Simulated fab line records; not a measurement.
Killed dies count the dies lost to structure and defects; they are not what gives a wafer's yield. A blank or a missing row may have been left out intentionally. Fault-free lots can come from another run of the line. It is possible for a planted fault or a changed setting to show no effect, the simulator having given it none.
Which tool was responsible?	flow rit-cmos	39 wafers from 13 lots sampled at 4 of the route's 202 steps

WHAT EACH GAUGE READ, for each wafer
RIT_GATE_CD_MEAS_16: target cd 150 nm.
lot	measured	on	cd-nm (nm)
L717	day 3 01:58	cd-sem-02	151.4 150.9 150.6
L718	day 3 03:59	cd-sem-01	149.4 149.0 148.9
L720	day 3 10:17	cd-sem-02	153.1 150.0 153.4
L721	day 3 18:20	cd-sem-01	154.2 153.6 152.2
L723	day 3 23:22	cd-sem-02	148.9 150.2 150.9
L724	day 4 10:40	cd-sem-02	149.0 150.6 150.0
L725	day 4 13:53	cd-sem-01	151.0 151.4 152.6
L730	day 5 12:02	cd-sem-02	152.1 152.2 154.0
L734	day 6 06:41	cd-sem-02	151.0 151.6 150.1
L735	day 6 14:41	cd-sem-02	150.7 151.1 149.0
L736	day 6 16:21	cd-sem-01	152.5 153.2 153.0
L738	day 7 03:29	cd-sem-01	152.0 151.0 151.6
L740	day 7 13:59	cd-sem-01	148.7 147.6 149.9

RIT_M1_CD_MEAS_09: target cd 2600 nm.
lot	measured	on	cd-nm (nm)
L717	day 3 21:48	cd-sem-02	2600.3 2600.8 2603.8
L718	day 4 00:17	cd-sem-02	2601.9 2599.3 2600.8
L720	day 4 05:00	cd-sem-02	2600.6 2597.8 2597.2
L721	day 4 12:59	cd-sem-01	2599.4 2599.9 2599.0
L723	day 4 16:57	cd-sem-01	2595.6 2598.9 2598.5
L724	day 5 04:13	cd-sem-02	2599.8 2599.9 2598.5
L725	day 5 10:31	cd-sem-02	2603.5 2600.4 2601.0
L730	day 6 06:08	cd-sem-01	2600.9 2600.1 2599.7
L734	day 7 02:32	cd-sem-01	2602.4 2602.3 2601.3
L735	day 7 09:28	cd-sem-01	2599.2 2597.1 2598.8
L736	day 7 10:39	cd-sem-02	2596.0 2601.2 2598.8
L738	day 7 21:28	cd-sem-01	2598.2 2595.6 2594.8
L740	day 8 07:32	cd-sem-01	2601.8 2601.7 2603.6

WHAT TOOL EACH LOT RAN ON (gives the tool, then ch and the chambers of the sampled wafers, and finally the start)
lot	RIT_GATE_CLEAN_01	RIT_PLDD_STRIP_09
L717	wet-bench-02 ch 0, day 2 18:42	plasma-asher-01 ch 0,1, day 3 10:11
L718	wet-bench-01 ch 2, day 2 19:09	plasma-asher-02 ch 0,1, day 3 12:55
L720	wet-bench-02 ch 2, day 3 03:42	plasma-asher-01 ch 0,1, day 3 17:26
L721	wet-bench-02 ch 2, day 3 08:46	plasma-asher-01 ch 0,1, day 4 01:34
L723	wet-bench-01 ch 0, day 3 18:23	plasma-asher-03 ch 0,1, day 4 06:01
L724	wet-bench-01 ch 3, day 4 00:31	plasma-asher-03 ch 0,1, day 4 16:59
L725	wet-bench-04 ch 3, day 4 08:40	plasma-asher-03 ch 0,1, day 4 22:43
L730	wet-bench-04 ch 2, day 5 02:22	plasma-asher-01 ch 0,1, day 5 19:06
L734	wet-bench-01 ch 0, day 6 01:08	plasma-asher-02 ch 0,1, day 6 15:20
L735	wet-bench-02 ch 3, day 6 06:47	plasma-asher-02 ch 0,1, day 6 22:24
L736	wet-bench-01 ch 1, day 6 11:53	plasma-asher-03 ch 0,1, day 6 23:18
L738	wet-bench-01 ch 1, day 6 20:32	plasma-asher-03 ch 0,1, day 7 10:05
L740	wet-bench-02 ch 1, day 7 07:18	plasma-asher-03 ch 0,1, day 7 20:30
- RIT_GATE_CLEAN_01: cleans in SC1, time 600 s.
- RIT_PLDD_STRIP_09: strips in O2, time 180 s.

AS READ BY THE TOOLS THEMSELVES (means over the sampled wafers that have a number; for cases with no such wafer, the mark the record gives instead)
RIT_PLDD_STRIP_09.
lot	tool	drypump-motor-current-A (A)	o2-flow-sccm (sccm)
L717	plasma-asher-01	5.9	3992
L718	plasma-asher-02	6.4	4008
L720	plasma-asher-01	5.8	4000
L721	plasma-asher-01	5.8	4009
L723	plasma-asher-03	5.1	3985
L724	plasma-asher-03	5.2	3998
L725	plasma-asher-03	5.2	3993
L730	plasma-asher-01	5.9	4004
L734	plasma-asher-02	6.4	4006
L735	plasma-asher-02	6.4	3999
L736	plasma-asher-03	5.1	3990
L738	plasma-asher-03	5.1	4014
L740	plasma-asher-03	5.2	3992

THE ANSWER, worked out from the rows above alone
Rule: the lots themselves supply what counts as usual. Put in order of their means at a reading, lots are off if they are a third of the lots or fewer, leave a main group of 4 or more, and stand apart from it by a gap of 3 or more times the standard deviation of the main group's means; of several such gaps the widest counts. Not used: any main group whose means are identical at the precision the tables above print for the reading. A lot without any number at a reading at which 4 lots or more have one is off too. Any other lot the step has rows for is counted as sound. After the gauges, taken in route order, come the tools' own readings; for these a lot's mean is taken, as printed above. The first step at which some lot is off is used, and at that step the reading that is off furthest; a lot without a number counts as furthest.
Across all readings shown, no lot is off: no conclusion can be drawn from this.

WHAT THE SIMULATOR PUT IN
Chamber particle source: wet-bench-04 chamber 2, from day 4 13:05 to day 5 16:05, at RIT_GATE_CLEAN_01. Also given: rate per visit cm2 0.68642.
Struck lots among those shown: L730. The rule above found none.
